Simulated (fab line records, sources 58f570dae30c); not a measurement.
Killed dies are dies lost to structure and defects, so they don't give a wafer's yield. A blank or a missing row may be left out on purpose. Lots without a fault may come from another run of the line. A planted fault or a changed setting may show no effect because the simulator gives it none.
Which tool did it? | flow berkeley_cmos170 | 14 lots, 42 wafers sampled, at 3 steps of a route of 331

WHAT THE GAUGES READ, wafer by wafer
UCB170_M1_CD_MEAS_90: target cd 700 nm. Usual: cd_nm 700 nm, standard deviation 3.9.
lot  | measured     | on        | cd_nm (nm)  | flag
L430 | day 8 05:58  | cd_sem-02 | 700 701 699 |
L432 | day 8 13:52  | cd_sem-01 | 697 698 698 |
L431 | day 8 14:36  | cd_sem-02 | 706 707 707 |
L434 | day 9 04:59  | cd_sem-01 | 701 698 701 |
L435 | day 9 06:19  | cd_sem-02 | 697 696 697 |
L436 | day 9 16:53  | cd_sem-01 | 708 707 705 |
L437 | day 9 17:26  | cd_sem-01 | 701 696 702 |
L440 | day 10 03:35 | cd_sem-01 | 702 702 699 |
L438 | day 10 04:55 | cd_sem-02 | 700 695 695 |
L442 | day 10 22:20 | cd_sem-02 | 700 702 702 |
L444 | day 11 13:27 | cd_sem-01 | 684 687 684 | OFF
L447 | day 12 00:04 | cd_sem-02 | 681 685 686 | OFF
L450 | day 12 01:10 | cd_sem-01 | 703 701 704 |
L451 | day 12 17:17 | cd_sem-01 | 708 705 705 |

WHICH TOOL RAN EACH LOT (tool, then ch and the chambers of the sampled wafers, then the start)
lot  | UCB170_M1_METAL_ETCH_12           | UCB170_M1_STRIP_13
L430 | rie_metal-04 ch 1, day 8 05:30    | plasma_asher-01 ch 0,1, day 8 05:52
L432 | rie_metal-01 ch 0,1, day 8 13:37  | plasma_asher-04 ch 0,1, day 8 13:46
L431 | rie_metal-03 ch 0,1, day 8 14:20  | plasma_asher-01 ch 0,1, day 8 14:29
L434 | rie_metal-04 ch 0,1, day 9 04:45  | plasma_asher-03 ch 0,1, day 9 04:53
L435 | rie_metal-01 ch 0,1, day 9 06:05  | plasma_asher-01 ch 0,1, day 9 06:12
L436 | rie_metal-03 ch 0,1, day 9 16:39  | plasma_asher-03 ch 0,1, day 9 16:47
L437 | rie_metal-04 ch 0,1, day 9 17:12  | plasma_asher-03 ch 0,1, day 9 17:20
L440 | rie_metal-01 ch 0,1, day 10 03:22 | plasma_asher-04 ch 0,1, day 10 03:29
L438 | rie_metal-04 ch 0,1, day 10 04:41 | plasma_asher-04 ch 0,1, day 10 04:49
L442 | rie_metal-03 ch 0,1, day 10 22:07 | plasma_asher-03 ch 0,1, day 10 22:14
L444 | rie_metal-04 ch 0,1, day 11 13:13 | plasma_asher-01 ch 0,1, day 11 13:21
L447 | rie_metal-04 ch 0,1, day 11 23:50 | plasma_asher-04 ch 0,1, day 11 23:57
L450 | rie_metal-03 ch 0,1, day 12 00:56 | plasma_asher-01 ch 0,1, day 12 01:04
L451 | rie_metal-03 ch 0,1, day 12 17:02 | plasma_asher-03 ch 0,1, day 12 17:10
- UCB170_M1_METAL_ETCH_12: etches Al in Cl2/BCl3, stops on PSG, target depth 780 nm, time 130 s.
- UCB170_M1_STRIP_13: strips in O2.

WHAT THE TOOLS THEMSELVES READ (means of the sampled wafers that have a number; where no wafer has one, the mark that the record gives instead)
UCB170_M1_METAL_ETCH_12. Usual: drypump_motor_current_A 5.7 A, standard deviation 0.32; oes_product_au 0.852 a.u., standard deviation 0.013; run_length_s 158.5 s, standard deviation 0.6; throttle_valve_pct 24.34 %, standard deviation 0.22.
lot  | tool         | drypump_motor_current_A (A) | oes_product_au (a.u.) | run_length_s (s) | throttle_valve_pct (%) | flag
L430 | rie_metal-04 | 5.9                         | 0.845                 | 158.8            | 24.17                  |
L432 | rie_metal-01 | 5.5                         | 0.837                 | 158.6            | 24.16                  |
L431 | rie_metal-03 | 5.9                         | 0.848                 | 157.7            | 24.66                  |
L434 | rie_metal-04 | 5.9                         | 0.868                 | 159.0            | 24.22                  |
L435 | rie_metal-01 | 5.3                         | 0.846                 | 158.4            | 24.15                  |
L436 | rie_metal-03 | 5.9                         | 0.857                 | 158.1            | 24.66                  |
L437 | rie_metal-04 | 5.9                         | 0.852                 | 159.2            | 24.21                  |
L440 | rie_metal-01 | 5.5                         | 0.843                 | 158.7            | 24.16                  |
L438 | rie_metal-04 | 5.9                         | 0.861                 | 159.2            | 24.28                  |
L442 | rie_metal-03 | 5.9                         | 0.864                 | 157.7            | 24.66                  |
L444 | rie_metal-04 | 5.9                         | 0.729                 | 211.1            | 24.33                  | OFF
L447 | rie_metal-04 | 5.9                         | 0.725                 | 210.9            | 24.30                  | OFF
L450 | rie_metal-03 | 5.9                         | 0.862                 | 157.6            | 24.67                  |
L451 | rie_metal-03 | 5.9                         | 0.859                 | 157.5            | 24.67                  |

UCB170_M1_STRIP_13. Usual: drypump_motor_current_A 6.1 A, standard deviation 0.39; o2_flow_sccm 400.3 sccm, standard deviation 1.2; oes_product_au 0.720 a.u., standard deviation 0.0042.
lot  | tool            | drypump_motor_current_A (A) | o2_flow_sccm (sccm) | oes_product_au (a.u.) | flag
L430 | plasma_asher-01 | 6.0                         | 400.2               | 0.721                 |
L432 | plasma_asher-04 | 5.8                         | 401.3               | 0.719                 |
L431 | plasma_asher-01 | 5.8                         | 399.0               | 0.721                 |
L434 | plasma_asher-03 | 6.2                         | 400.5               | 0.722                 |
L435 | plasma_asher-01 | 5.9                         | 400.5               | 0.715                 |
L436 | plasma_asher-03 | 6.5                         | 399.5               | 0.718                 |
L437 | plasma_asher-03 | 6.4                         | 400.6               | 0.718                 |
L440 | plasma_asher-04 | 5.7                         | 400.3               | 0.717                 |
L438 | plasma_asher-04 | 5.8                         | 401.7               | 0.718                 |
L442 | plasma_asher-03 | 6.4                         | 399.8               | 0.720                 |
L444 | plasma_asher-01 | 5.9                         | 400.7               | 0.594                 | OFF
L447 | plasma_asher-04 | 5.8                         | 401.1               | 0.594                 | OFF
L450 | plasma_asher-01 | 6.1                         | 401.1               | 0.719                 |
L451 | plasma_asher-03 | 6.5                         | 401.0               | 0.719                 |

THE ANSWER, worked out from the rows above alone
Rule: a lot is off if the mean of its wafers that have a number lies more than 3 standard deviations from the usual mean. A lot without any number at a reading at which 4 lots or more have one is off too. The other lots that the step has rows for count as sound. The gauges are gone through in route order, then the tools' own readings, and for those a lot's mean is taken as printed above. The first step at which some lot is off is used, and at that step the reading that is off furthest; a lot without a number counts as furthest.
Off: L444, L447, at UCB170_M1_CD_MEAS_90 (cd_nm).
A tool fits if, at a process step before that reading, it ran every lot that is off, and no sound lot after the first of them. The gauges at UCB170_M1_CD_MEAS_90 aren't tried: what is off there is off at UCB170_M1_METAL_ETCH_12 too, on other tools, and a gauge's error can't cause that. One fits: rie_metal-04 at UCB170_M1_METAL_ETCH_12. Its last sound lot is L438 (day 10 04:41), its first lot that is off L444 (day 11 13:13): a fault that began between those two fits.
The tool's own readings at UCB170_M1_METAL_ETCH_12 bear it out: on the lots that are off they differ by more than 5 times the standard deviation of the sound lots' means. oes_product_au reads 0.727 a.u. there against 0.853 a.u. on the sound lots; run_length_s reads 211.0 s there against 158.4 s on the sound lots.

WHAT THE SIMULATOR HAD PUT IN
Process parameter drift: rie_metal-04, from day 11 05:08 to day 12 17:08, at UCB170_M1_METAL_ETCH_12. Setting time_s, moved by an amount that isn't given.
Lots struck among those shown: L444, L447. The rule above found the same.
